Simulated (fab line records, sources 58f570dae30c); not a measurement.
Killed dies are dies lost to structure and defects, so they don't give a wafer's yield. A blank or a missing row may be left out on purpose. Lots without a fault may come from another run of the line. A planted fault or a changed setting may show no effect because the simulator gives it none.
fab line records | flow berkeley_cmos170
record lots=5 wafers=15 last_day=12
route steps=331 shown M1@251 V1@254 M2@271
lots that met no fault: from a run of the same line without faults
start_h: hours from the record's first day to the start of the lot's first wafer shown | wait_h: hours since the lot's step before | " the same as in the row above | L1.1+2: a row that stands for several wafers | - no value, or no start given | * or withheld: withheld | < > ~ a bound
route shown NAME@n: a module of which the file shows steps, and the number in the route of the first | usual: mean/standard deviation of fault-free wafers | same: alike in all rows | chamber/n: place in a boat | sites: the reading at each site | _std_site: their standard deviation | _edge_site: outer sites' mean less inner sites' | radius_mm: how far each site lies from the wafer's centre | mask NAME#n: copy n | behind: the tool/chamber that last shaped the wafer | hold: why the lot was held/for how many hours/how that ended | device: the transistor (n, p or np) that didn't switch | end of line: the same wafers' tests at the end of the route | a step without rows: its recipe alone | killed: dies lost to structure and defects at the first sort, not the wafer's yield | map: a wafer's dies, x killed, . not, _ none there
set.NAME: the setting as run; set.NAME@STEP: as run at that earlier step | model.NAME: the simulator's own value behind a step, which no gauge read
lots at some steps of the route; a table a step, a row a wafer
services: from which hour (start_h, from the record's first day; less than 0 if before it) a tool's chamber was out of use, for how many hours, and why
## steps
# step UCB170_M1_STRIP_13
# recipe chemistry=O2 power_w=400 pressure_mtorr=3500 platen_temp_c=withheld o2_flow_sccm=400 overash_fraction=0.5
# usual drypump_motor_current_A=5.8/0.54 oes_product_au=0.720/0.0046
# columns lot.wafer tool chamber start_h wait_h drypump_motor_current_A oes_product_au rf_hours_counter_h
L075.1 plasma_asher-04 0 149.02 0.1 5.0 0.715 46
L075.2 " 1 " " 6.3 0.731 46
L075.5 " 0 " " 5.0 0.723 -
L077.2 plasma_asher-04 1 154.49 0.1 6.3 0.719 46
L077.3 " 0 " " 5.0 0.719 -
L077.5 " 1 " " 6.3 0.722 -
L092.1 plasma_asher-03 0 241.80 0.1 6.1 0.720 12
L092.2 " 1 " " 5.7 0.721 12
L092.5 " 1 " " 5.7 0.718 -
L091.2 plasma_asher-02 0 242.47 0.1 5.3 0.715 55
L091.3 " 0 " " 5.3 0.724 -
L091.5 " 0 " " 5.3 0.721 -
L094.3 plasma_asher-03 1 261.06 0.1 5.7 0.724 -
L094.5 " 0 " " 6.0 0.722 -
L094.6 " 1 " " 5.7 0.721 -
# step UCB170_M1_CD_MEAS_90
# recipe target_cd_nm=700
# usual cd_nm=701/4.3
# columns lot.wafer tool chamber start_h wait_h cd_nm
L075.1 cd_sem-01 - 149.12 0.1 701
L075.2 " - " " 703
L075.5 " - " " 701
L077.2 cd_sem-01 - 154.61 0.1 699
L077.3 " - " " 705
L077.5 " - " " 708
L092.1 cd_sem-01 - 241.95 0.1 696
L092.2 " - " " 703
L092.5 " - " " 697
L091.2 cd_sem-01 - 242.59 0.1 705
L091.3 " - " " 703
L091.5 " - " " 697
L094.3 cd_sem-01 - 261.44 0.3 698
L094.5 " - " " 696
L094.6 " - " " 703
# step UCB170_M1_ANNEAL_14
# recipe temp_c=400 time_s=1200 ambient=forming_gas
# columns lot.wafer tool chamber start_h wait_h
L075.1+2+5 - - 153.22 4.1
L077.2+3+5 - - 158.49 3.9
L092.1+2+5 - - 242.24 0.3
L091.2+3+5 - - 250.49 7.9
L094.3+5+6 - - 263.57 2.1
# step UCB170_V1_CVD_00
# recipe material=SiO2 target_thk_nm=2000 temp_c=390 precursor=TEOS/O2 time_s=250 rf_w=550 pressure_mtorr=9000
# usual heater_power_w=248/55
# columns lot.wafer tool chamber start_h wait_h heater_power_w since_wet_clean_h
L075.1 pecvd-04 0 154.56 0.0 309 233
L075.2 " 2 " " 313 233
L075.5 " 2 " " 335 -
L077.2 pecvd-04 2 159.82 0.0 330 238
L077.3 " 2 " " 247 -
L077.5 " 2 " " 331 -
L092.1 pecvd-01 2 243.57 0.0 212 94
L092.2 " 0 " " 251 94
L092.5 " 2 " " 154 -
L091.2 pecvd-04 0 251.82 0.0 339 330
L091.3 " 1 " " 291 330
L091.5 " 0 " " 259 -
L094.3 pecvd-01 0 264.91 0.0 213 115
L094.5 " 2 " " 156 -
L094.6 " 0 " " 258 -
# step UCB170_V1_THK_MEAS_01
# recipe reads=SiO2_of_V1_CVD_00
# usual V1_TEOS_THK=2015/30
# columns lot.wafer tool chamber start_h wait_h V1_TEOS_THK[nm]
L075.1 film_metro-03 - 154.79 0.2 2008
L075.2 " - " " 1997
L075.5 " - " " 2037
L077.2 film_metro-01 - 160.07 0.2 1968
L077.3 " - " " 2020
L077.5 " - " " 1996
L092.1 film_metro-03 - 243.73 0.1 2012
L092.2 " - " " 2013
L092.5 " - " " 2042
L091.2 film_metro-03 - 251.99 0.1 1987
L091.3 " - " " 1980
L091.5 " - " " 2023
L094.3 film_metro-01 - 265.08 0.1 1983
L094.5 " - " " 2011
L094.6 " - " " 2013
# step UCB170_V1_CMP_02
# recipe material=SiO2 down_force_psi=6 platen_rpm=60 pad_velocity_m_s=0.75398
# usual motor_current_A=15.2/1.3
# columns lot.wafer tool chamber start_h wait_h motor_current_A
L075.2 cmp-02 0 155.07 0.3 17.4
L075.1 " 3 " " 13.6
L075.5 " 1 " " 15.1
L077.2 cmp-01 1 160.48 0.4 16.2
L077.3 " 3 " " 12.8
L077.5 " 1 " " 16.4
L092.2 cmp-01 2 243.84 0.1 15.0
L092.1 " 0 " " 14.9
L092.5 " 2 " " 15.5
L091.2 cmp-01 2 252.14 0.1 15.1
L091.3 " 3 " " 12.8
L091.5 " 1 " " 16.3
L094.3 cmp-02 2 265.22 0.1 16.1
L094.5 " 0 " " 16.5
L094.6 " 1 " " 15.3
# step UCB170_V1_BOW_MEAS_03
# recipe mode=bow
# usual V1_BOW=18/6.9
# columns lot.wafer tool chamber start_h wait_h V1_BOW[um]
L075.1 film_metro-02 - 155.37 0.1 27
L075.2 " - " " 32
L075.5 " - " " 14
L077.2 film_metro-02 - 160.75 0.2 23
L077.3 " - " " 24
L077.5 " - " " 10
L092.1 film_metro-02 - 244.09 0.1 13
L092.2 " - " " 17
L092.5 " - " " 15
L091.2 film_metro-03 - 252.36 0.2 15
L091.3 " - " " 32
L091.5 " - " " 22
L094.3 film_metro-03 - 265.46 0.2 30
L094.5 " - " " 31
L094.6 " - " " 19
# step UCB170_V1_THK_MEAS_04
# recipe reads=SiO2_of_V1_CVD_00
# usual V1_POLISHED_THK=999.7/1.9
# columns lot.wafer tool chamber start_h wait_h V1_POLISHED_THK[nm]
L075.1 film_metro-02 - 155.49 0.1 1001.8
L075.2 " - " " 1002.3
L075.5 " - " " 997.9
L077.2 film_metro-02 - 160.86 0.1 999.5
L077.3 " - " " 998.8
L077.5 " - " " 1001.0
L092.1 film_metro-02 - 244.21 0.1 997.7
L092.2 " - " " 997.0
L092.5 " - " " 996.2
L091.2 film_metro-03 - 252.47 0.1 997.9
L091.3 " - " " 1000.1
L091.5 " - " " 1001.4
L094.3 film_metro-03 - 265.56 0.1 999.5
L094.5 " - " " 1002.2
L094.6 " - " " 997.8
# step UCB170_V1_CLEAN_05
# recipe chemistry=DIW
# columns lot.wafer tool chamber start_h wait_h
L075.1+2+5 wet_bench-04 1 155.55 0.1
L077.2+3+5 wet_bench-02 2 161.00 0.1
L092.1+2+5 wet_bench-01 0 244.27 0.1
L091.2+3+5 wet_bench-02 3 255.50 3.0
L094.3+5+6 wet_bench-02 3 267.03 1.5
# step UCB170_V1_HMDS_06
# recipe prime_time_s=60 prime_temp_c=100
# usual exhaust_pa=45.0/0.91
# columns lot.wafer tool chamber start_h wait_h exhaust_pa
L075.1 litho_track-03 0 155.73 0.0 46.2
L075.2 " 0 " " 45.4
L075.5 " 0 " " 45.4
L077.2 litho_track-02 0 161.20 0.0 44.5
L077.3 " 0 " " 45.5
L077.5 " 0 " " 44.1
L092.1 litho_track-02 0 244.44 0.0 45.2
L092.2 " 0 " " 44.2
L092.5 " 0 " " 45.0
L091.2 litho_track-01 0 255.70 0.0 44.5
L091.3 " 0 " " 44.7
L091.5 " 0 " " 45.0
L094.3 litho_track-03 0 267.26 0.1 44.4
L094.5 " 0 " " 45.8
L094.6 " 0 " " 44.5
# step UCB170_V1_COAT_07
# recipe resist=KrF spin_rpm=1500 resist_thk_nm=900
# usual exhaust_pa=45.0/0.97
# columns lot.wafer tool chamber start_h wait_h exhaust_pa
L075.1 litho_track-03 0 155.88 0.1 47.1
L075.2 " 0 " " 45.5
L075.5 " 0 " " 46.4
L077.2 litho_track-02 0 161.35 0.1 45.7
L077.3 " 0 " " 44.3
L077.5 " 0 " " 46.2
L092.1 litho_track-02 0 244.59 0.1 45.5
L092.2 " 0 " " 44.9
L092.5 " 0 " " 46.3
L091.2 litho_track-01 0 255.85 0.1 44.8
L091.3 " 0 " " 44.4
L091.5 " 0 " " 46.0
L094.3 litho_track-03 0 267.41 0.1 45.9
L094.5 " 0 " " 46.9
L094.6 " 0 " " 44.9
# step UCB170_V1_SOFTBAKE_08
# recipe resist=KrF temp_c=130 time_s=60
# usual exhaust_pa=45.1/0.89
# columns lot.wafer tool chamber start_h wait_h exhaust_pa
L075.1 litho_track-03 0 156.03 0.1 44.2
L075.2 " 0 " " 45.2
L075.5 " 0 " " 45.9
L077.2 litho_track-02 0 161.50 0.1 43.7
L077.3 " 0 " " 44.4
L077.5 " 0 " " 45.8
L092.1 litho_track-02 0 244.74 0.1 44.5
L092.2 " 0 " " 45.4
L092.5 " 0 " " 45.0
L091.2 litho_track-01 0 256.00 0.1 45.2
L091.3 " 0 " " 43.7
L091.5 " 0 " " 44.0
L094.3 litho_track-03 0 267.56 0.1 45.1
L094.5 " 0 " " 45.5
L094.6 " 0 " " 44.5
# step UCB170_V1_EXPOSE_09
# recipe mask_id=VIA1 target_cd_nm=700 na=0.5 sigma_outer=0.6 source_shape=conventional dose_mj=37
# columns lot.wafer tool chamber start_h wait_h mask
L075.1+2+5 krf_scanner-01 0 156.30 0.2 VIA1#0
L077.2+3+5 krf_scanner-01 0 161.77 0.2 VIA1#0
L092.1+2+5 krf_scanner-02 0 245.26 0.5 VIA1#0
L091.2+3+5 krf_scanner-02 0 256.26 0.2 VIA1#0
L094.3+5+6 krf_scanner-02 0 267.69 0.1 VIA1#0
# step UCB170_V1_PEB_10
# recipe peb_temp_c=130 peb_time_s=withheld resist=KrF
# usual exhaust_pa=45.0/0.89
# columns lot.wafer tool chamber start_h wait_h exhaust_pa
L075.1 litho_track-03 0 156.42 0.1 45.2
L075.2 " 0 " " 46.0
L075.5 " 0 " " 46.8
L077.2 litho_track-03 0 161.95 0.2 44.5
L077.3 " 0 " " 44.5
L077.5 " 0 " " 45.4
L092.1 litho_track-03 0 245.38 0.1 45.4
L092.2 " 0 " " 45.1
L092.5 " 0 " " 45.0
L091.2 litho_track-02 0 257.05 0.8 44.7
L091.3 " 0 " " 44.5
L091.5 " 0 " " 45.0
L094.3 litho_track-03 0 268.16 0.4 47.0
L094.5 " 0 " " 44.9
L094.6 " 0 " " 46.2
# step UCB170_V1_DEVELOP_11
# recipe developer=TMAH develop_time_s=45 resist=KrF dev_temp_c=21
# usual exhaust_pa=45.0/0.88
# columns lot.wafer tool chamber start_h wait_h exhaust_pa
L075.1 litho_track-03 0 - - 44.1
L075.2 " 0 " " 45.1
L075.5 " 0 " " 44.0
L077.2 litho_track-03 0 - - 45.8
L077.3 " 0 " " 45.1
L077.5 " 0 " " 44.5
L092.1 litho_track-03 0 - - 45.6
L092.2 " 0 " " 45.8
L092.5 " 0 " " 45.8
L091.2 litho_track-02 0 - - 44.4
L091.3 " 0 " " 44.4
L091.5 " 0 " " 46.2
L094.3 litho_track-03 0 - - 45.6
L094.5 " 0 " " 46.8
L094.6 " 0 " " 45.6
# step UCB170_V1_CD_MEAS_12
# recipe target_cd_nm=700
# usual cd_nm=700.3/1.3
# columns lot.wafer tool chamber start_h wait_h cd_nm
L075.1 cd_sem-02 - 156.69 - 700.3
L075.2 " - " " 700.5
L075.5 " - " " 700.6
L077.2 cd_sem-02 - 162.22 - 701.9
L077.3 " - " " 702.5
L077.5 " - " " 702.1
L092.1 cd_sem-01 - 246.59 - 699.5
L092.2 " - " " 700.6
L092.5 " - " " 700.4
L091.2 cd_sem-01 - 257.32 - 699.0
L091.3 " - " " 699.4
L091.5 " - " " 698.3
L094.3 cd_sem-01 - 268.49 - 701.6
L094.5 " - " " 701.9
L094.6 " - " " 699.3
# step UCB170_V1_OVL_MEAS_13
# usual V1_OVL=-1/6.1
# columns lot.wafer tool chamber start_h wait_h V1_OVL[nm]
L075.1 overlay-01 - 156.81 0.1 -8
L075.2 " - " " -11
L075.5 " - " " -12
L077.2 overlay-02 - 162.33 0.1 6
L077.3 " - " " 3
L077.5 " - " " 2
L092.1 overlay-01 - 246.71 0.1 -3
L092.2 " - " " 4
L092.5 " - " " -7
L091.2 overlay-02 - 257.43 0.1 -6
L091.3 " - " " 13
L091.5 " - " " 8
L094.3 overlay-01 - 268.58 0.1 -5
L094.5 " - " " -5
L094.6 " - " " -4
# step UCB170_V1_ETCH_14
# recipe chemistry=CHF3/CF4/Ar target=SiO2 stop_on=Al CHF3_flow_sccm=45 cf4_flow_sccm=15 Ar_flow_sccm=150 pressure_mtorr=200 rf_w=700 target_depth_a=12500 over_etch_frac=0.25 time_s=291
# usual drypump_motor_current_A=5.8/0.55 oes_product_au=0.866/0.01 throttle_valve_pct=6.87/0.085
# columns lot.wafer tool chamber start_h wait_h drypump_motor_current_A oes_product_au rf_hours_counter_h throttle_valve_pct
L075.1 rie_diel-03 0 156.85 0.0 5.2 0.847 140 6.83
L075.2 " 2 " " 6.2 0.860 19 6.79
L075.5 " 3 " " 5.1 0.852 - 6.86
L077.2 rie_diel-04 3 162.36 0.0 5.6 0.861 53 7.03
L077.3 " 1 " " 6.4 0.872 69 6.77
L077.5 " 1 " " 6.4 0.870 - 6.77
L092.1 rie_diel-04 1 246.75 0.0 6.4 0.881 72 6.76
L092.2 " 2 " " 6.2 0.887 107 6.78
L092.5 " 0 " " 6.0 0.872 - 6.97
L091.2 rie_diel-03 1 257.46 0.0 5.2 0.871 95 6.84
L091.3 " 2 " " 6.3 0.865 23 6.81
L091.5 " 0 " " 5.2 0.878 - 6.84
L094.3 rie_diel-02 3 268.60 0.0 5.7 0.857 128 6.86
L094.5 " 1 " " 6.6 0.865 - 6.79
L094.6 " 0 " " 6.5 0.870 - 6.84
# step UCB170_V1_STRIP_15
# recipe chemistry=O2 power_w=400 pressure_mtorr=3500 platen_temp_c=withheld o2_flow_sccm=400 overash_fraction=0.5
# usual drypump_motor_current_A=5.6/0.57 oes_product_au=0.721/0.0048 strip_time_to_endpoint_s=15.33/0.18
# columns lot.wafer tool chamber start_h wait_h drypump_motor_current_A oes_product_au rf_hours_counter_h strip_time_to_endpoint_s
L075.1 plasma_asher-03 1 157.03 0.1 5.6 0.729 4 15.38
L075.2 " 0 " " 6.1 0.710 4 15.04
L075.5 " 0 " " 6.1 0.720 - 14.98
L077.2 plasma_asher-02 0 162.54 0.1 5.3 0.732 47 15.57
L077.3 " 1 " " 6.5 0.724 - 15.37
L077.5 " 0 " " 5.3 0.720 - 15.38
L092.1 plasma_asher-03 0 246.93 0.1 6.0 0.716 12 15.31
L092.2 " 1 " " 5.7 0.725 12 15.55
L092.5 " 1 " " 5.7 0.719 - 15.60
L091.2 plasma_asher-01 0 257.63 0.1 5.1 0.726 45 15.38
L091.3 " 0 " " 5.1 0.721 - 15.15
L091.5 " 1 " " 4.9 0.712 - 15.21
L094.3 plasma_asher-01 0 268.81 0.1 5.1 0.726 - 15.42
L094.5 " 1 " " 4.9 0.718 - 15.20
L094.6 " 0 " " 5.1 0.726 - 15.22
# step UCB170_V1_CD_MEAS_90
# recipe target_cd_nm=700
# usual cd_nm=700.4/1.5
# columns lot.wafer tool chamber start_h wait_h cd_nm
L075.1 cd_sem-01 - 157.13 0.1 700.2
L075.2 " - " " 701.0
L075.5 " - " " 700.2
L077.2 cd_sem-01 - 162.66 0.1 701.7
L077.3 " - " " 701.9
L077.5 " - " " 701.0
L092.1 cd_sem-01 - 247.31 0.4 699.0
L092.2 " - " " 699.7
L092.5 " - " " 701.1
L091.2 cd_sem-01 - 257.80 0.1 698.7
L091.3 " - " " 700.5
L091.5 " - " " 699.9
L094.3 cd_sem-01 - 269.09 0.2 701.8
L094.5 " - " " 700.7
L094.6 " - " " 699.5
# step UCB170_M2_PRE_CLEAN_00
# recipe gas=Ar preclean_etch_time_s=60
# columns lot.wafer tool chamber start_h wait_h
L075.1+2+5 pvd_sputter-04 - 157.25 0.1
L077.2+3+5 pvd_sputter-04 - 162.76 0.1
L092.1+2+5 pvd_sputter-01 - 247.43 0.1
L091.2+3+5 pvd_sputter-04 - 257.90 0.1
L094.3+5+6 pvd_sputter-01 - 269.17 0.1
# step UCB170_M2_SPUTTER_01
# recipe material=Al target_thk_nm=900 time_s=120 power_w=6000 chamber_pressure_pa=0.5
# usual throttle_valve_pct=30.0/1.2
# columns lot.wafer tool chamber start_h wait_h throttle_valve_pct
L075.1 pvd_sputter-04 - 157.31 0.0 30.0
L075.2 " - " " 30.7
L075.5 " - " " 29.1
L077.2 pvd_sputter-04 - 162.82 0.0 29.3
L077.3 " - " " 30.7
L077.5 " - " " 30.4
L092.1 pvd_sputter-01 - 247.50 0.0 31.5
L092.2 " - " " 27.8
L092.5 " - " " 31.4
L091.2 pvd_sputter-04 - 257.97 0.0 30.7
L091.3 " - " " 29.7
L091.5 " - " " 31.0
L094.3 pvd_sputter-01 - 269.23 0.0 29.4
L094.5 " - " " 27.8
L094.6 " - " " 29.5
# step UCB170_M2_RS_MEAS_02
# recipe thk_meas_gauge=four-point-probe reads=Al_of_M2_SPUTTER_01
# usual M2_AL_RS=0.0322/0.00042
# columns lot.wafer tool chamber start_h wait_h M2_AL_RS[ohm/sq]
L075.1 film_metro-04 - 157.40 0.0 0.0317
L075.2 " - " " 0.0324
L075.5 " - " " 0.0321
L077.2 film_metro-03 - 162.93 0.1 0.0314
L077.3 " - " " 0.0318
L077.5 " - " " 0.0316
L092.1 film_metro-04 - 247.58 0.0 0.0329
L092.2 " - " " 0.0319
L092.5 " - " " 0.0327
L091.2 film_metro-01 - 258.07 0.1 0.0326
L091.3 " - " " 0.0325
L091.5 " - " " 0.0325
L094.3 film_metro-04 - 269.36 0.1 0.0328
L094.5 " - " " 0.0319
L094.6 " - " " 0.0324
# step UCB170_M2_THK_MEAS_03
# recipe thk_meas_gauge=xrf reads=Al_of_M2_SPUTTER_01
# usual M2_AL_THK=898/12
# columns lot.wafer tool chamber start_h wait_h M2_AL_THK[nm]
L075.1 film_metro-04 - 157.52 0.1 918
L075.2 " - " " 894
L075.5 " - " " 898
L077.2 film_metro-03 - 163.04 0.1 911
L077.3 " - " " 907
L077.5 " - " " 907
L092.1 film_metro-04 - 247.70 0.1 878
L092.2 " - " " 905
L092.5 " - " " 883
L091.2 film_metro-01 - 258.18 0.1 881
L091.3 " - " " 888
L091.5 " - " " 894
L094.3 film_metro-04 - 269.46 0.1 890
L094.5 " - " " 913
L094.6 " - " " 894
# step UCB170_M2_HMDS_04
# recipe prime_time_s=60 prime_temp_c=100
# usual exhaust_pa=45.2/0.92
# columns lot.wafer tool chamber start_h wait_h exhaust_pa
L075.1 litho_track-03 0 157.59 0.1 44.3
L075.2 " 0 " " 45.7
L075.5 " 0 " " 44.2
L077.2 litho_track-04 0 163.17 0.1 45.9
L077.3 " 0 " " 47.4
L077.5 " 0 " " 46.2
L092.1 litho_track-02 0 248.04 0.3 44.9
L092.2 " 0 " " 43.8
L092.5 " 0 " " 44.0
L091.2 litho_track-04 0 258.59 0.4 46.2
L091.3 " 0 " " 46.7
L091.5 " 0 " " 45.1
L094.3 litho_track-02 0 269.55 0.1 45.2
L094.5 " 0 " " 44.9
L094.6 " 0 " " 44.3
# step UCB170_M2_COAT_05
# recipe resist=KrF spin_rpm=1500 resist_thk_nm=900
# usual exhaust_pa=45.1/0.79
# columns lot.wafer tool chamber start_h wait_h exhaust_pa
L075.1 litho_track-03 0 157.74 0.1 44.7
L075.2 " 0 " " 45.4
L075.5 " 0 " " 45.6
L077.2 litho_track-04 0 163.32 0.1 46.6
L077.3 " 0 " " 45.0
L077.5 " 0 " " 44.7
L092.1 litho_track-02 0 248.19 0.1 44.3
L092.2 " 0 " " 46.1
L092.5 " 0 " " 45.3
L091.2 litho_track-04 0 258.74 0.1 46.1
L091.3 " 0 " " 46.3
L091.5 " 0 " " 46.3
L094.3 litho_track-02 0 269.70 0.1 44.9
L094.5 " 0 " " 45.4
L094.6 " 0 " " 45.0
# step UCB170_M2_SOFTBAKE_06
# recipe resist=KrF temp_c=130 time_s=60
# usual exhaust_pa=45.1/0.85
# columns lot.wafer tool chamber start_h wait_h exhaust_pa
L075.1 litho_track-03 0 157.89 0.1 46.6
L075.2 " 0 " " 45.0
L075.5 " 0 " " 45.3
L077.2 litho_track-04 0 163.47 0.1 45.4
L077.3 " 0 " " 45.7
L077.5 " 0 " " 47.1
L092.1 litho_track-02 0 248.34 0.1 45.5
L092.2 " 0 " " 45.4
L092.5 " 0 " " 45.0
L091.2 litho_track-04 0 258.89 0.1 46.0
L091.3 " 0 " " 46.0
L091.5 " 0 " " 45.1
L094.3 litho_track-02 0 269.85 0.1 44.3
L094.5 " 0 " " 43.7
L094.6 " 0 " " 44.7
# step UCB170_M2_STRIP_07
# recipe chemistry=O2 power_w=400 pressure_mtorr=3500 platen_temp_c=withheld o2_flow_sccm=400 overash_fraction=0.5
# usual drypump_motor_current_A=5.5/0.57 oes_product_au=0.734/0.0045 strip_time_to_endpoint_s=21.99/0.054
# columns lot.wafer tool chamber start_h wait_h drypump_motor_current_A oes_product_au rf_hours_counter_h strip_time_to_endpoint_s
L075.1 plasma_asher-03 1 158.04 0.1 5.7 0.725 4 21.98
L075.2 " 0 " " 6.1 0.732 4 21.89
L075.5 " 1 " " 5.7 0.738 - 21.95
L077.2 plasma_asher-04 0 163.60 0.1 5.0 0.739 47 22.05
L077.3 " 1 " " 6.3 0.733 - 21.96
L077.5 " 0 " " 5.0 0.735 - 22.02
L092.1 plasma_asher-03 0 248.49 0.1 6.1 0.739 12 22.06
L092.2 " 1 " " 5.6 0.724 12 22.05
L092.5 " 1 " " 5.6 0.733 - 22.09
L091.2 plasma_asher-03 0 259.02 0.1 6.1 0.740 13 21.94
L091.3 " 0 " " 6.1 0.727 - 21.98
L091.5 " 0 " " 6.1 0.741 - 21.90
L094.3 plasma_asher-01 1 269.98 0.1 4.9 0.732 - 21.94
L094.5 " 0 " " 5.1 0.734 - 21.94
L094.6 " 1 " " 4.9 0.730 - 21.95
# step UCB170_M2_STRIP_08
# recipe chemistry=DMSO temp_c=80 time_s=600 material=KrF
# usual bath_guard_temp_C=80.1/0.39
# columns lot.wafer tool chamber start_h wait_h bath_guard_temp_C
L075.1 wet_bench-03 3 158.14 0.1 80.4
L075.2 " 3 " " 80.1
L075.5 " 3 " " 80.2
L077.2 wet_bench-03 1 163.70 0.1 80.1
L077.3 " 1 " " 79.8
L077.5 " 1 " " 80.6
L092.1 wet_bench-01 0 248.59 0.1 80.1
L092.2 " 0 " " 80.0
L092.5 " 0 " " 79.9
L091.2 wet_bench-03 0 259.12 0.1 80.2
L091.3 " 0 " " 80.0
L091.5 " 0 " " 80.6
L094.3 wet_bench-04 3 270.05 0.0 79.8
L094.5 " 3 " " 80.0
L094.6 " 3 " " 79.8
# step UCB170_M2_COAT_09
# recipe resist=BARC temp_c=withheld time_s=withheld spin_rpm=3000 resist_thk_nm=withheld
# usual exhaust_pa=45.1/0.91
# columns lot.wafer tool chamber start_h wait_h exhaust_pa
L075.1 litho_track-02 0 158.48 0.2 44.7
L075.2 " 0 " " 44.3
L075.5 " 0 " " 46.0
L077.2 litho_track-03 0 163.90 0.0 46.2
L077.3 " 0 " " 46.2
L077.5 " 0 " " 43.8
L092.1 litho_track-02 0 248.77 0.0 45.1
L092.2 " 0 " " 44.8
L092.5 " 0 " " 46.7
L091.2 litho_track-02 0 259.95 0.7 44.9
L091.3 " 0 " " 46.1
L091.5 " 0 " " 46.5
L094.3 litho_track-03 0 270.71 0.3 43.5
L094.5 " 0 " " 45.7
L094.6 " 0 " " 45.9
# step UCB170_M2_COAT_10
# recipe resist=KrF spin_rpm=1500 resist_thk_nm=900
# usual exhaust_pa=45.1/0.82
# columns lot.wafer tool chamber start_h wait_h exhaust_pa
L075.1 litho_track-02 0 - - 45.7
L075.2 " 0 " " 45.9
L075.5 " 0 " " 45.2
L077.2 litho_track-03 0 - - 46.2
L077.3 " 0 " " 44.6
L077.5 " 0 " " 45.4
L092.1 litho_track-02 0 - - 45.2
L092.2 " 0 " " 44.8
L092.5 " 0 " " 45.7
L091.2 litho_track-02 0 - - 43.7
L091.3 " 0 " " 44.7
L091.5 " 0 " " 44.3
L094.3 litho_track-03 0 - - 44.9
L094.5 " 0 " " 45.0
L094.6 " 0 " " 46.7
# step UCB170_M2_SOFTBAKE_11
# recipe resist=KrF temp_c=130 time_s=60
# usual exhaust_pa=44.8/0.9
# columns lot.wafer tool chamber start_h wait_h exhaust_pa
L075.1 litho_track-02 0 - - 45.4
L075.2 " 0 " " 45.1
L075.5 " 0 " " 45.0
L077.2 litho_track-03 0 - - 44.4
L077.3 " 0 " " 44.5
L077.5 " 0 " " 44.2
L092.1 litho_track-02 0 - - 42.6
L092.2 " 0 " " 43.9
L092.5 " 0 " " 44.6
L091.2 litho_track-02 0 - - 45.5
L091.3 " 0 " " 45.8
L091.5 " 0 " " 44.9
L094.3 litho_track-03 0 - - 44.4
L094.5 " 0 " " 43.5
L094.6 " 0 " " 42.9
# step UCB170_M2_EXPOSE_12
# recipe mask_id=METAL2 target_cd_nm=700 na=0.5 sigma_outer=0.6 source_shape=conventional dose_mj=26
# columns lot.wafer tool chamber start_h wait_h mask
L075.1+2+5 krf_scanner-01 0 159.05 - METAL2#0
L077.2+3+5 krf_scanner-02 0 164.49 - METAL2#0
L092.1+2+5 krf_scanner-02 0 249.34 - METAL2#0
L091.2+3+5 krf_scanner-01 0 260.39 - METAL2#0
L094.3+5+6 krf_scanner-02 0 271.27 - METAL2#0
# step UCB170_M2_PEB_13
# recipe peb_temp_c=130 peb_time_s=withheld resist=KrF
# usual exhaust_pa=45.0/0.88
# columns lot.wafer tool chamber start_h wait_h exhaust_pa
L075.1 litho_track-03 0 159.17 0.1 46.0
L075.2 " 0 " " 45.8
L075.5 " 0 " " 46.0
L077.2 litho_track-04 0 164.61 0.1 45.7
L077.3 " 0 " " 45.3
L077.5 " 0 " " 45.5
L092.1 litho_track-02 0 249.67 0.3 46.6
L092.2 " 0 " " 44.6
L092.5 " 0 " " 46.1
L091.2 litho_track-03 0 260.71 0.3 46.5
L091.3 " 0 " " 45.1
L091.5 " 0 " " 45.8
L094.3 litho_track-03 0 271.61 0.3 45.0
L094.5 " 0 " " 45.7
L094.6 " 0 " " 46.0
# step UCB170_M2_DEVELOP_14
# recipe developer=TMAH develop_time_s=45 resist=KrF dev_temp_c=21
# usual exhaust_pa=45.0/0.86
# columns lot.wafer tool chamber start_h wait_h exhaust_pa
L075.1 litho_track-03 0 - - 44.5
L075.2 " 0 " " 45.3
L075.5 " 0 " " 46.2
L077.2 litho_track-04 0 - - 45.1
L077.3 " 0 " " 45.6
L077.5 " 0 " " 44.7
L092.1 litho_track-02 0 - - 44.0
L092.2 " 0 " " 44.3
L092.5 " 0 " " 44.5
L091.2 litho_track-03 0 - - 46.2
L091.3 " 0 " " 44.3
L091.5 " 0 " " 44.9
L094.3 litho_track-03 0 - - 44.7
L094.5 " 0 " " 44.8
L094.6 " 0 " " 45.0
# step UCB170_M2_CD_MEAS_15
# recipe target_cd_nm=700
# usual cd_nm=700.4/1.4
# columns lot.wafer tool chamber start_h wait_h cd_nm
L075.1 cd_sem-02 - 159.44 - 697.9
L075.2 " - " " 698.4
L075.5 " - " " 698.2
L077.2 cd_sem-02 - 164.88 - 701.2
L077.3 " - " " 701.0
L077.5 " - " " 699.9
L092.1 cd_sem-01 - 249.94 - 698.2
L092.2 " - " " 700.4
L092.5 " - " " 701.2
L091.2 cd_sem-01 - 261.30 - 702.3
L091.3 " - " " 702.9
L091.5 " - " " 701.6
L094.3 cd_sem-01 - 271.87 - 699.4
L094.5 " - " " 700.4
L094.6 " - " " 699.8
# step UCB170_M2_OVL_MEAS_16
# usual M2_OVL=3/4.9
# columns lot.wafer tool chamber start_h wait_h M2_OVL[nm]
L075.1 overlay-01 - 159.56 0.1 9
L075.2 " - " " 3
L075.5 " - " " 9
L077.2 overlay-02 - 164.99 0.1 2
L077.3 " - " " -2
L077.5 " - " " 0
L092.1 overlay-01 - 250.06 0.1 -4
L092.2 " - " " -3
L092.5 " - " " -11
L091.2 overlay-01 - 261.40 0.1 0
L091.3 " - " " 10
L091.5 " - " " 6
L094.3 overlay-01 - 271.96 0.1 1
L094.5 " - " " 7
L094.6 " - " " -4
## services
# columns tool chamber start_h hours kind
rie_diel-04 - 127.01 4.9 repair
krf_scanner-02 - 133.09 1.3 pm
furnace-04 - 137.46 3.3 pm
cmp-01 - 139.34 4.5 pm
krf_scanner-01 - 146.49 1.0 pm
cmp-01 - 149.68 6.5 repair
pecvd-04 1 154.48 15.9 repair
krf_scanner-01 - 167.05 1.3 repair
pecvd-04 - 169.69 0.4 repair
pecvd-04 1 184.67 22.4 repair
furnace-04 - 199.12 16.4 pm
plasma_asher-04 - 203.48 2.8 pm
krf_scanner-02 - 206.05 1.0 pm
plasma_asher-04 - 212.69 0.3 repair
krf_scanner-02 - 227.35 2.8 repair
pvd_sputter-01 - 244.91 0.9 repair
krf_scanner-02 - 246.60 0.8 pm
pvd_sputter-04 - 249.51 1.9 repair
krf_scanner-02 - 250.32 4.4 pm
pecvd-04 1 260.75 13.8 repair
krf_scanner-01 - 263.56 1.3 pm
furnace-04 - 264.94 4.7 pm
furnace-04 - 269.62 3.0 pm
krf_scanner-01 - 270.12 4.4 pm
## key
fault none
